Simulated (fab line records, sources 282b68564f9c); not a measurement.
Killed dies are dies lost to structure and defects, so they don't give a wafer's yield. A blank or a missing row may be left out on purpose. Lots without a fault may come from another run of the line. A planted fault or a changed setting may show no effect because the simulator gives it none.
A struck lot beside a sound one | flow rit_cmos | 14 steps out of a route of 202
Sound: wafers L274.3, L274.4, L274.6. Struck: wafers L289.1, L289.2, L289.5. The cause comes at the end.
At each step with rows: each side's tool, then ch and its chambers, then its first start. Under that, the readings that differ: sound wafers | struck wafers | difference of the means | sigmas: that difference in standard deviations of wafers without a fault.
alike: readings whose means differ by less than 2 such deviations, and words and numbers that are the same on both sides. not compared: withheld readings, readings that some wafer has no value for, bounds like >300 that may hide the same value, and numbers for which the record gives no deviation and whose values overlap.
The two part at a step that has a row with sigmas, a row that says differs or no value, or rows on one side only. Numbers that don't overlap but have no deviation are shown without sigmas and don't part them. A reading that every wafer of one side lacks parts them only if that side has two wafers or more.

RIT_CONTACT_CVD_00: deposits SiO2 from TEOS, target thk 400 nm, time 61 s.
  sound on pecvd-03 ch 0,1,2, day 3 07:59; struck on pecvd-03 ch 0,2, day 6 13:28
  alike: heater_power_w
RIT_CONTACT_THK_MEAS_01:
  sound on film_metro-03, day 3 08:04; struck on film_metro-01, day 6 13:31
  alike: CONTACT_TEOS_THK
then, 6 steps without rows for these wafers: RIT_CONTACT_HMDS_02 (prime time 60 s); RIT_CONTACT_COAT_03 (resist thk 1000 nm); RIT_CONTACT_SOFTBAKE_04 (time 60 s); RIT_CONTACT_EXPOSE_05 (exposes mask M11, target cd 1000 nm); RIT_CONTACT_PEB_06; RIT_CONTACT_DEVELOP_07 (develop time 121.9 s).
RIT_CONTACT_CD_MEAS_08: target cd 1000 nm.
  sound on cd_sem-02, day 3 09:07; struck on cd_sem-02, day 6 14:32
  alike: cd_nm
RIT_CONTACT_OVL_MEAS_09:
  sound on overlay-02, day 3 09:12; struck on overlay-01, day 6 14:40
  alike: CONTACT_OVL
then, 1 step without rows for these wafers: RIT_CONTACT_HARDBAKE_10 (time 60 s).
RIT_CONTACT_ETCH_11: etches SiO2 in CHF3/CF4/Ar, stops on TiSi2, target depth 480 nm, time 320 s.
  sound on rie_diel-04 ch 1,3, day 3 09:23; struck on rie_diel-04 ch 1,2, day 6 14:50
  alike: drypump_motor_current_A, oes_product_au, throttle_valve_pct
  not compared: rf_hours_counter_h
RIT_CONTACT_STRIP_12: strips in O2, time 180 s.
  sound on plasma_asher-01 ch 0,1, day 3 09:38; struck on plasma_asher-04 ch 0,1, day 6 15:02
  no value came back on the struck wafers for chamber_pressure_mTorr (mTorr), drypump_motor_current_A (A); on the sound wafers chamber_pressure_mTorr (mTorr) reads 3993 4001 3999
  reading                                      | sound | struck            | difference | sigmas
  model.NOVOLAK_of_CONTACT_COAT_03.thk_nm (nm) | 0 0 0 | 778.2 771.1 775.4 | +774.9     |
  not compared: rf_hours_counter_h
RIT_CONTACT_CD_MEAS_90: target cd 1000 nm.
  sound on cd_sem-02, day 3 09:47; struck on cd_sem-01, day 6 15:16
  alike: cd_nm

WHERE THEY PART
Only at RIT_CONTACT_STRIP_12, within this record. Later steps at which nothing parts them and some readings are alike: RIT_CONTACT_CD_MEAS_90.

WHY: what the simulator had put in
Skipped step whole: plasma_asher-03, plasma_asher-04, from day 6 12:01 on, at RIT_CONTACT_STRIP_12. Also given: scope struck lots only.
